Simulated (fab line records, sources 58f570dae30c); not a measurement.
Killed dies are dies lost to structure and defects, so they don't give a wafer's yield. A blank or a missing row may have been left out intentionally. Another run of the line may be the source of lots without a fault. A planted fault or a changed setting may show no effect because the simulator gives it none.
A struck lot beside a sound one    flow berkeley cmos170    14 out of 331 route steps
Sound: these wafers, L345.1, L345.2, L345.4. The struck wafers were L347.2, L347.4, L347.5. The cause is named last.
At each step with rows: each side's tool, then ch and its chambers, then its first start. Under that, the readings that differ: sound wafers    struck wafers    difference of the means    sigmas: that difference in standard deviations of wafers without a fault.
alike: readings with means less than 2 such deviations apart, plus words and numbers identical on both sides. not compared: withheld readings, readings lacking a value on some wafer, bounds such as >300 that could conceal the same value, and numbers that have no deviation in the record and whose values overlap.
A row with sigmas, a row that says differs or no value, or rows on one side alone: a step with any of these is where the two part. Numbers that don't overlap but have no deviation are shown without sigmas and don't part them. A reading missing from all wafers of one side parts the sides only when that side holds two or more wafers.

UCB170_ZERO_ETCH_06: etches SiO2 in CHF3/CF4/Ar, time 12 s.
  sound on rie diel-04 ch 0,1,2, day 3 23:55; struck on rie diel-03 ch 1,2,3, day 4 06:15
  alike: drypump motor current A, oes product au, throttle valve pct
  not compared: rf hours counter h
UCB170_ZERO_STRIP_07: strips in O2.
  sound on plasma asher-01 ch 0,1, day 3 23:56; struck on plasma asher-02 ch 0,1, day 4 06:17
  alike: drypump motor current A, oes product au, strip time to endpoint s
  not compared: rf hours counter h
then, 2 steps without rows for these wafers: UCB170_NWELL_WET_ETCH_00 (etches SiO2 in dHF, time 200 s); UCB170_NWELL_OXIDATION_01 (target thk 26.4 nm, ox time 1260 s).
UCB170_NWELL_THK_MEAS_02:
  sound: film metro-01 at day 4 02:08; struck: film metro-04 at day 4 14:32
reading               sound           struck          difference  sigmas
NWELL_OXIDE_THK (nm)  27.2 26.6 27.1  26.2 26.0 25.8  -1.0        -2
then, 2 steps without rows for these wafers: UCB170_NWELL_ANNEAL_03 (time 900 s); UCB170_NWELL_CVD_04 (deposits Si3N4 from SiH2Cl2/NH3, target thk 224 nm, time 3360 s).
UCB170_NWELL_THK_MEAS_05:
  sound: film metro-01 at day 4 08:19; struck: film metro-04 at day 4 22:16
reading                 sound              struck             difference  sigmas
NWELL_NITRIDE_THK (nm)  227.8 228.3 226.8  223.3 222.9 223.8  -4.3        -2
then, 4 steps without rows for these wafers: UCB170_NWELL_HMDS_06 (prime time 60 s); UCB170_NWELL_COAT_07 (resist thk 900 nm); UCB170_NWELL_SOFTBAKE_08 (time 60 s); UCB170_NWELL_EXPOSE_09 (exposes mask NWELL, target cd 3000 nm).
UCB170_NWELL_PEB_10:
  struck on litho track-02, day 4 22:54; sound on litho track-02 ch 0, day 4 09:04
  no value came back on the struck wafers for chill plate temp C (C), exhaust pa (Pa); on the sound wafers chill plate temp C (C) reads 22.97 23.03 23.00
then, 1 step without rows for these wafers: UCB170_NWELL_DEVELOP_11 (develop time 45 s).

## WHERE THEY PART
Earliest at UCB170_NWELL_THK_MEAS_02; latest, in this record, at UCB170_NWELL_PEB_10.

WHY: what had been put in by the simulator
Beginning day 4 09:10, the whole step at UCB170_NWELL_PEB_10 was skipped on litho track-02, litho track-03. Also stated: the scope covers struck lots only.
